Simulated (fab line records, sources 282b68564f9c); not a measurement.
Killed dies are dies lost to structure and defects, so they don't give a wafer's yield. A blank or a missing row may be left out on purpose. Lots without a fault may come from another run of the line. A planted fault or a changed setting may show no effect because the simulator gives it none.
fab line records | flow rit_cmos
record lots=7 wafers=21 last_day=7
route steps=202 shown CONTACT@180 M1@184
lots that met no fault: from a run of the same line without faults
start_h: hours from the record's first day to the start of the lot's first wafer shown | wait_h: hours since the lot's step before | " the same as in the row above | L1.1+2: a row that stands for several wafers | - no value, or no start given | * or withheld: withheld | < > ~ a bound
route shown NAME@n: a module of which the file shows steps, and the number in the route of the first | usual: mean/standard deviation of fault-free wafers | same: alike in all rows | chamber/n: place in a boat | sites: the reading at each site | _std_site: their standard deviation | _edge_site: outer sites' mean less inner sites' | radius_mm: how far each site lies from the wafer's centre | mask NAME#n: copy n | behind: the tool/chamber that last shaped the wafer | hold: why the lot was held/for how many hours/how that ended | device: the transistor (n, p or np) that didn't switch | end of line: the same wafers' tests at the end of the route | a step without rows: its recipe alone | killed: dies lost to structure and defects at the first sort, not the wafer's yield | map: a wafer's dies, x killed, . not, _ none there
set.NAME: the setting as run; set.NAME@STEP: as run at that earlier step | model.NAME: the simulator's own value behind a step, which no gauge read
lots at some steps of the route; a table a step, a row a wafer
services: from which hour (start_h, from the record's first day; less than 0 if before it) a tool's chamber was out of use, for how many hours, and why
## steps
# step RIT_CONTACT_STRIP_12
# recipe chemistry=O2 time_s=180 resist=NOVOLAK platen_temp_c=withheld power_w=500 pressure_mtorr=4000 o2_flow_sccm=4000
# usual drypump_motor_current_A=5.6/0.42
# columns lot.wafer tool chamber start_h wait_h drypump_motor_current_A rf_hours_counter_h
L588.2 plasma_asher-04 0 55.10 0.1 5.8 41
L588.3 " 0 " " 5.8 -
L588.6 " 1 " " 5.8 -
L591.2 plasma_asher-01 1 75.26 0.1 5.9 30
L591.5 " 1 " " 5.9 -
L591.6 " 0 " " 4.8 -
L594.1 plasma_asher-01 0 88.03 0.1 4.8 31
L594.3 " 1 " " 5.9 -
L594.6 " 0 " " 4.8 -
L603.2 plasma_asher-01 0 132.80 0.1 4.7 37
L603.3 " 1 " " 5.9 -
L603.4 " 0 " " 4.8 -
L604.3 plasma_asher-04 0 134.77 0.2 5.9 -
L604.5 " 0 " " 5.9 -
L604.6 " 1 " " 5.8 -
L605.1 plasma_asher-04 1 142.29 0.1 5.8 49
L605.4 " 1 " " 5.8 -
L605.5 " 0 " " 5.8 -
L607.3 plasma_asher-04 0 152.68 0.2 5.9 -
L607.4 " 1 " " 5.8 -
L607.6 " 1 " " 5.8 -
# step RIT_CONTACT_CD_MEAS_90
# recipe target_cd_nm=1000
# usual cd_nm=1000.1/2
# columns lot.wafer tool chamber start_h wait_h cd_nm
L588.2 cd_sem-01 - 55.29 0.1 997.1
L588.3 " - " " 996.7
L588.6 " - " " 995.7
L591.2 cd_sem-02 - 75.45 0.1 1000.2
L591.5 " - " " 1001.1
L591.6 " - " " 999.6
L594.1 cd_sem-02 - 88.21 0.1 1001.7
L594.3 " - " " 1002.0
L594.6 " - " " 1001.6
L603.2 cd_sem-01 - 132.99 0.1 995.1
L603.3 " - " " 997.2
L603.4 " - " " 999.0
L604.3 cd_sem-02 - 134.93 0.1 1000.3
L604.5 " - " " 998.2
L604.6 " - " " 999.4
L605.1 cd_sem-01 - 142.47 0.1 1003.1
L605.4 " - " " 1002.8
L605.5 " - " " 1000.9
L607.3 cd_sem-01 - 152.84 0.1 999.1
L607.4 " - " " 1000.5
L607.6 " - " " 1000.5
# step RIT_CONTACT_CLEAN_13
# recipe chemistry=SC1 mix=3:3:50 time_s=600 temp_c=75
# step RIT_CONTACT_CLEAN_14
# recipe chemistry=SC2 mix=3:3:50 time_s=600 temp_c=75 dry=n2_spin
# step RIT_M1_SPUTTER_00
# recipe material=Al target_thk_nm=400 power_w=1958 chamber_pressure_pa=0.4 gas=Ar time_s=500 substrate_temp_c=25
# usual chamber_pressure_pa=0.4001/0.00073 throttle_valve_pct=29.9/1.5
# columns lot.wafer tool chamber start_h wait_h chamber_pressure_pa throttle_valve_pct
L588.2 pvd_sputter-02 - 55.76 0.0 0.4007 29.9
L588.3 " - " " 0.4005 28.5
L588.6 " - " " 0.3994 28.8
L591.2 pvd_sputter-01 - 75.90 0.0 0.3994 29.6
L591.5 " - " " 0.4002 31.1
L591.6 " - " " 0.3990 27.6
L594.1 pvd_sputter-02 - 88.68 0.0 0.3971 28.6
L594.3 " - " " 0.3992 30.9
L594.6 " - " " 0.3993 30.7
L603.2 pvd_sputter-02 - 133.46 0.0 0.4022 29.0
L603.3 " - " " 0.3995 28.0
L603.4 " - " " 0.3994 30.6
L604.3 pvd_sputter-01 - 135.37 0.0 0.3996 29.8
L604.5 " - " " 0.3995 29.6
L604.6 " - " " 0.4014 30.6
L605.1 pvd_sputter-04 - 142.94 0.0 0.4001 31.4
L605.4 " - " " 0.3999 30.2
L605.5 " - " " 0.3995 28.2
L607.3 pvd_sputter-02 - 153.27 0.0 0.3991 29.8
L607.4 " - " " 0.4003 30.7
L607.6 " - " " 0.3989 29.7
# step RIT_M1_RS_MEAS_01
# recipe thk_meas_gauge=four-point-probe reads=Al_of_M1_SPUTTER_00
# usual M1_AL_RS=0.0750/0.00078
# columns lot.wafer tool chamber start_h wait_h M1_AL_RS[ohm/sq]
L588.2 film_metro-03 - 56.07 0.2 0.0749
L588.3 " - " " 0.0750
L588.6 " - " " 0.0757
L591.2 film_metro-04 - 76.22 0.2 0.0759
L591.5 " - " " 0.0749
L591.6 " - " " 0.0758
L594.1 film_metro-02 - 88.97 0.1 0.0749
L594.3 " - " " 0.0760
L594.6 " - " " 0.0763
L603.2 film_metro-04 - 133.77 0.2 0.0750
L603.3 " - " " 0.0737
L603.4 " - " " 0.0743
L604.3 film_metro-04 - 135.71 0.2 0.0753
L604.5 " - " " 0.0759
L604.6 " - " " 0.0754
L605.1 film_metro-02 - 143.23 0.1 0.0740
L605.4 " - " " 0.0750
L605.5 " - " " 0.0754
L607.3 film_metro-04 - 153.60 0.2 0.0748
L607.4 " - " " 0.0761
L607.6 " - " " 0.0751
# step RIT_M1_THK_MEAS_02
# recipe thk_meas_gauge=xrf reads=Al_of_M1_SPUTTER_00
# usual M1_AL_THK=389/4.2
# columns lot.wafer tool chamber start_h wait_h M1_AL_THK[nm]
L588.2 film_metro-03 - 56.18 0.1 391
L588.3 " - " " 389
L588.6 " - " " 390
L591.2 film_metro-04 - 76.33 0.1 385
L591.5 " - " " 385
L591.6 " - " " 381
L594.1 film_metro-02 - 89.09 0.1 389
L594.3 " - " " 384
L594.6 " - " " 383
L603.2 film_metro-04 - 133.88 0.1 387
L603.3 " - " " 395
L603.4 " - " " 392
L604.3 film_metro-04 - 135.81 0.1 388
L604.5 " - " " 383
L604.6 " - " " 386
L605.1 film_metro-02 - 143.35 0.1 394
L605.4 " - " " 390
L605.5 " - " " 387
L607.3 film_metro-04 - 153.70 0.1 388
L607.4 " - " " 382
L607.6 " - " " 388
# step RIT_M1_HMDS_03
# recipe prime_time_s=60 prime_temp_c=140
# step RIT_M1_COAT_04
# recipe resist=NOVOLAK spin_rpm=2000 resist_thk_nm=1280
# step RIT_M1_SOFTBAKE_05
# recipe resist=NOVOLAK temp_c=90 time_s=60
# step RIT_M1_EXPOSE_06
# recipe mask_id=M12 na=0.6 source_shape=conventional sigma_outer=0.5 target_cd_nm=2600 dose_mj=250
# step RIT_M1_PEB_07
# recipe resist=NOVOLAK temp_c=withheld time_s=withheld
# step RIT_M1_DEVELOP_08
# recipe resist=NOVOLAK develop_time_s=68 dev_temp_c=23
# usual resist_line_temp_C=23.02/0.1
# columns lot.wafer tool chamber start_h wait_h resist_line_temp_C
L588.2 litho_track-01 0 57 - 22.95
L588.3 " 0 " " 22.96
L588.6 " 0 " " 22.99
L591.2 litho_track-02 0 77 - 23.02
L591.5 " 0 " " 23.12
L591.6 " 0 " " 23.02
L594.1 litho_track-01 0 89 - 23.05
L594.3 " 0 " " 23.10
L594.6 " 0 90 - 23.11
L603.2 litho_track-04 0 134 - 22.97
L603.3 " 0 " " 22.93
L603.4 " 0 " " 22.96
L604.3 litho_track-04 0 136 - 23.04
L604.5 " 0 " " 23.09
L604.6 " 0 " " 23.12
L605.1 litho_track-04 0 144 - 23.16
L605.4 " 0 " " 23.11
L605.5 " 0 " " 23.14
L607.3 litho_track-04 0 154 - 22.96
L607.4 " 0 " " 23.06
L607.6 " 0 " " 23.09
# step RIT_M1_CD_MEAS_09
# recipe target_cd_nm=2600
# usual cd_nm=2600.5/1.9
# columns lot.wafer tool chamber start_h wait_h hold cd_nm
L588.2 cd_sem-02 - 57.26 - - 2599.3
L588.3 " - " " - 2599.4
L588.6 " - " " - 2600.3
L591.2 cd_sem-02 - 77.28 - - 2601.8
L591.5 " - " " - 2600.1
L591.6 " - " " - 2599.3
L594.1 cd_sem-02 - 90.03 - - 2598.4
L594.3 " - " " - 2598.6
L594.6 " - " " - 2598.5
L603.2 cd_sem-01 - 134.83 - - 2596.1
L603.3 " - " " - 2595.2
L603.4 " - " " - 2596.7
L604.3 cd_sem-02 - 136.89 - await_dispo/0.2h/release 2638.4
L604.5 " - " " await_dispo/0.2h/release 2637.4
L604.6 " - " " await_dispo/0.2h/release 2638.8
L604.3 cd_sem-02 - 137.18 0.3 - 2638.1
L604.5 " - " " - 2637.1
L604.6 " - " " - 2639.5
L605.1 cd_sem-02 - 144.42 - await_dispo/0.2h/release 2639.6
L605.4 " - " " await_dispo/0.2h/release 2641.7
L605.5 " - " " await_dispo/0.2h/release 2642.0
L605.1 cd_sem-02 - 144.70 0.3 - 2639.4
L605.4 " - " " - 2641.7
L605.5 " - " " - 2642.0
L607.3 cd_sem-01 - 154.85 - await_dispo/0.2h/release 2633.8
L607.4 " - " " await_dispo/0.2h/release 2632.2
L607.6 " - " " await_dispo/0.2h/release 2635.5
L607.3 cd_sem-01 - 155.13 0.3 - 2633.6
L607.4 " - " " - 2632.5
L607.6 " - " " - 2635.5
# step RIT_M1_OVL_MEAS_10
# usual M1_OVL=0.7/1.3
# columns lot.wafer tool chamber start_h wait_h hold M1_OVL[nm]
L588.2 overlay-02 - 57.36 0.1 - 2.0
L588.3 " - " " - 0.9
L588.6 " - " " - 0.2
L591.2 overlay-02 - 77.38 0.1 - 3.2
L591.5 " - " " - 3.7
L591.6 " - " " - 3.0
L594.1 overlay-01 - 90.15 0.1 - 0.0
L594.3 " - " " - 1.5
L594.6 " - " " - 0.1
L603.2 overlay-02 - 134.94 0.1 - 0.2
L603.3 " - " " - 2.1
L603.4 " - " " - -0.3
L604.3 overlay-02 - 140.32 3.1 await_dispo/3.1h/release 2.0
L604.5 " - " " await_dispo/3.1h/release 1.0
L604.6 " - " " await_dispo/3.1h/release 1.1
L605.1 overlay-01 - 146.27 1.5 await_dispo/1.4h/release 0.9
L605.4 " - " " await_dispo/1.4h/release 0.6
L605.5 " - " " await_dispo/1.4h/release 0.6
L607.3 overlay-02 - 159.25 4.1 await_dispo/4.0h/release -1.4
L607.4 " - " " await_dispo/4.0h/release -0.8
L607.6 " - " " await_dispo/4.0h/release 0.5
# step RIT_M1_HARDBAKE_11
# recipe resist=NOVOLAK temp_c=140 time_s=120
# step RIT_M1_METAL_ETCH_12
# recipe stop_on=SiO2 chemistry=Cl2/BCl3 target=Al time_s=165 over_etch_frac=0.5 pressure_mtorr=100 target_depth_a=6000 rf_w=250 Cl2_flow_sccm=60 bcl3_flow_sccm=50
# usual drypump_motor_current_A=5.8/0.61 oes_product_au=0.768/0.011 throttle_valve_pct=8.27/0.081
# same over_etch_frac=0.5
# columns lot.wafer tool chamber start_h wait_h drypump_motor_current_A oes_product_au rf_hours_counter_h throttle_valve_pct model.M1.cd_nm
L588.2 rie_metal-02 0 57.64 0.2 5.1 0.755 1 8.28 2599
L588.3 " 0 " " 5.1 0.760 - 8.28 2600
L588.6 " 1 " " 6.7 0.775 - 8.19 2600
L591.2 rie_metal-02 0 77.66 0.2 5.1 0.753 1 8.29 2601
L591.5 " 0 " " 5.1 0.756 - 8.30 2600
L591.6 " 1 " " 6.7 0.775 - 8.21 2599
L594.1 rie_metal-02 0 90.44 0.2 5.1 0.754 1 8.28 2600
L594.3 " 1 " " 6.7 0.771 - 8.19 2600
L594.6 " 1 " " 6.7 0.772 - 8.19 2600
L603.2 rie_metal-02 1 135.22 0.2 6.7 0.780 1 8.20 2596
L603.3 " 0 " " 5.1 0.765 - 8.27 2596
L603.4 " 1 " " 6.7 0.772 - 8.20 2597
L604.3 rie_metal-04 1 140.67 0.2 5.9 0.771 - 8.33 2637
L604.5 " 1 " " 5.9 0.777 - 8.33 2637
L604.6 " 0 " " 5.3 0.762 - 8.41 2640
L605.1 rie_metal-02 1 146.70 0.2 6.7 0.771 1 8.19 2639
L605.4 " 0 " " 5.2 0.758 - 8.27 2642
L605.5 " 1 " " 6.7 0.764 - 8.21 2641
L607.3 rie_metal-02 0 159.58 0.2 5.2 0.757 - 8.28 2634
L607.4 " 1 " " 6.7 0.765 - 8.21 2631
L607.6 " 0 " " 5.1 0.755 - 8.29 2635
# step RIT_M1_STRIP_13
# recipe chemistry=nmp resist=NOVOLAK temp_c=80 time_s=600 dry=n2_spin
# step RIT_M1_PROBE_99
# usual defect_limited_yield=97.4/1 killed_at_contacts=0.1/0.3 killed_at_front_end=6.7/2.6 killed_dies=6.8/2.6 killed_open=3.3/1.7 killed_short=3.4/2 sort_bin_3_pad_short=0.1/0.24 sort_bin_5_function=1.5/0.77 sort_bin_6_memory=1.0/0.61 sort_n_pass=257.2/2.6 sort_yield_pct=97.4/1
# same gross_dies=264 killed_at_M0_to_M3=0 killed_at_M4_up=0 killed_at_back_side=0 killed_at_other=0
# columns lot.wafer tool chamber start_h wait_h defect_limited_yield[%] killed_at_contacts killed_at_front_end killed_dies killed_open killed_short sort_bin_3_pad_short[%] sort_bin_5_function[%] sort_bin_6_memory[%] sort_n_pass sort_yield_pct[%]
L588.2 prober-01 - 59.95 0.1 97.7 1 5 6 3 1 0 1.5 0.8 258.0 97.7
L588.3 prober-01 - 60.00 0.2 97.3 0 7 7 4 3 0 1.1 1.5 257.0 97.3
L588.6 prober-01 - 60.15 0.2 97.7 1 5 6 2 3 0.4 1.5 0.4 258.0 97.7
L591.2 prober-02 - 79.96 0.1 98.5 0 4 4 2 2 0 0.4 1.1 260.0 98.5
L591.5 prober-02 - 80.11 0.2 95.5 0 12 12 7 5 0 1.1 3.4 252.0 95.5
L591.6 prober-02 - 80.16 0.2 98.1 0 5 5 1 4 0 0.8 1.1 259.0 98.1
L594.1 prober-01 - 92.69 0.1 97.0 0 8 8 5 2 0 1.9 1.1 256.0 97.0
L594.3 prober-01 - 92.79 0.2 98.9 0 3 3 0 3 0 0.4 0.8 261.0 98.9
L594.6 prober-01 - 92.94 0.2 98.1 0 5 5 3 2 0 1.5 0.4 259.0 98.1
L603.2 prober-01 - 137.52 0.1 97.7 0 6 6 3 3 0 1.9 0.4 258.0 97.7
L603.3 prober-01 - 137.57 0.2 98.9 0 3 3 1 1 0 0.8 0.4 261.0 98.9
L603.4 prober-01 - 137.62 0.2 95.1 0 13 13 7 6 0 3.4 1.5 251.0 95.1
L604.3 prober-01 - 149.58 0.2 97.0 0 8 8 4 4 0 1.9 1.1 256.0 97.0
L604.5 prober-01 - 149.68 0.2 97.3 0 7 7 3 4 0 1.9 0.8 257.0 97.3
L604.6 prober-01 - 149.73 0.2 98.5 0 4 4 2 2 0 1.1 0.4 260.0 98.5
L605.1 prober-02 - 151.35 0.1 97.3 0 7 7 3 4 0 1.1 1.5 257.0 97.3
L605.4 prober-02 - 151.50 0.2 95.1 0 13 13 4 9 0.4 3.8 0.8 251.0 95.1
L605.5 prober-02 - 151.55 0.2 98.1 0 5 5 3 2 0 0.8 1.1 259.0 98.1
L607.3 prober-02 - 168.80 0.2 97.0 0 8 8 4 4 0.4 1.9 0.8 256.0 97.0
L607.4 prober-02 - 168.85 0.2 98.1 0 5 5 4 1 0 1.1 0.8 259.0 98.1
L607.6 prober-02 - 168.95 0.2 98.5 0 4 4 3 1 0 1.5 0 260.0 98.5
# killed by level:class
L588.2 REOX:geometric_particle:open=2 GATE:geometric_particle:open=1 SPACER:geometric_particle:short=1 NWELL:coat_microbubble_printed=1 CONTACT:coat_microbubble_printed=1
L588.3 FOX1:geometric_particle:open=2 SPACER:geometric_particle:short=2 FOX1:geometric_particle:short=1 SPACER:geometric_particle:open=1 SILICIDE:geometric_particle:open=1
L588.6 FOX1:geometric_particle:open=1 FOX1:geometric_particle:short=1 FOX2:geometric_particle:short=1 REOX:geometric_particle:short=1 REOX:geometric_particle:open=1 CONTACT:coat_microbubble_printed=1
L591.2 FOX2:geometric_particle:open=2 SPACER:geometric_particle:short=2
L591.5 GATE:geometric_particle:open=4 GATE:geometric_particle:short=2 SILICIDE:geometric_particle:short=2 ACTIVE:geometric_particle:open=1 FOX1:geometric_particle:open=1 REOX:geometric_particle:open=1 SPACER:geometric_particle:short=1
L591.6 GATE:geometric_particle:short=2 SPACER:geometric_particle:short=1 REOX:geometric_particle:open=1 SILICIDE:geometric_particle:short=1
L594.1 SILICIDE:geometric_particle:open=2 ACTIVE:geometric_particle:open=1 FOX1:geometric_particle:open=1 FOX1:geometric_particle:short=1 GATE:geometric_particle:short=1 SPACER:geometric_particle:open=1 NWELL:coat_microbubble_printed=1
L594.3 FOX2:geometric_particle:short=1 REOX:geometric_particle:short=1 SPACER:geometric_particle:short=1
L594.6 FOX1:geometric_particle:short=2 GATE:geometric_particle:open=2 FOX2:geometric_particle:open=1
L603.2 GATE:geometric_particle:short=2 FOX1:geometric_particle:open=1 REOX:geometric_particle:open=1 SPACER:geometric_particle:open=1 SILICIDE:geometric_particle:short=1
L603.3 REOX:geometric_particle:open=1 SILICIDE:geometric_particle:short=1 PSD:coat_microbubble_printed=1
L603.4 GATE:geometric_particle:short=3 GATE:geometric_particle:open=3 REOX:geometric_particle:short=2 REOX:geometric_particle:open=2 FOX1:geometric_particle:short=1 FOX1:geometric_particle:open=1 SILICIDE:geometric_particle:open=1
L604.3 GATE:geometric_particle:short=3 REOX:geometric_particle:open=2 FOX2:geometric_particle:short=1 GATE:geometric_particle:open=1 SPACER:geometric_particle:open=1
L604.5 GATE:geometric_particle:short=2 SPACER:geometric_particle:open=2 FOX1:geometric_particle:short=1 GATE:geometric_particle:open=1 REOX:geometric_particle:short=1
L604.6 FOX1:geometric_particle:open=2 FOX2:geometric_particle:short=1 GATE:geometric_particle:short=1
L605.1 GATE:geometric_particle:short=4 GATE:geometric_particle:open=2 FOX2:geometric_particle:open=1
L605.4 GATE:geometric_particle:short=3 FOX1:geometric_particle:short=2 FOX2:geometric_particle:short=2 REOX:geometric_particle:short=2 SILICIDE:geometric_particle:open=2 GATE:geometric_particle:open=1 REOX:geometric_particle:open=1
L605.5 GATE:geometric_particle:open=3 GATE:geometric_particle:short=1 SILICIDE:geometric_particle:short=1
L607.3 SPACER:geometric_particle:open=2 FOX1:geometric_particle:open=1 FOX2:geometric_particle:short=1 FOX2:geometric_particle:open=1 GATE:geometric_particle:short=1 SPACER:geometric_particle:short=1 SILICIDE:geometric_particle:short=1
L607.4 FOX2:geometric_particle:open=2 SPACER:geometric_particle:open=2 SPACER:geometric_particle:short=1
L607.6 FOX2:geometric_particle:open=1 GATE:geometric_particle:open=1 REOX:geometric_particle:short=1 SPACER:geometric_particle:open=1
## services
# columns tool chamber start_h hours kind
plasma_asher-04 - 62.96 15.9 pm
pvd_sputter-02 - 63.99 2.9 repair
rie_metal-04 - 85.24 4.0 pm
rie_metal-04 1 93.45 13.3 repair
rie_metal-02 1 101.43 8.8 repair
## key
first_sign step=RIT_M1_CD_MEAS_09 reading=visit direction=added through=control_loop
effect step=RIT_M1_CD_MEAS_09 reading=cd_nm direction=up sigmas=20 usual=2600.5 struck=2637.7 through=control_loop
model_effect step=RIT_M1_METAL_ETCH_12 value=M1.cd_nm without=2600 struck=2637
met_at RIT_M1_DEVELOP_08
struck_wafers L604.3,L604.5,L604.6,L605.1,L605.4,L605.5,L607.3,L607.4,L607.6
loop_trim step=RIT_M1_EXPOSE_06 setting=dose lots=L607
onset_between 134 136
also_fits time
fault kind=process_parameter_drift tool=litho_track-04 chamber=- onset_h=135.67 steps=RIT_M1_DEVELOP_08 channel=develop_time_s offset=* shape=step end_h=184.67 acts_in=* stated=*
# loop_trim: a control loop set the setting to another value than it would have without faults
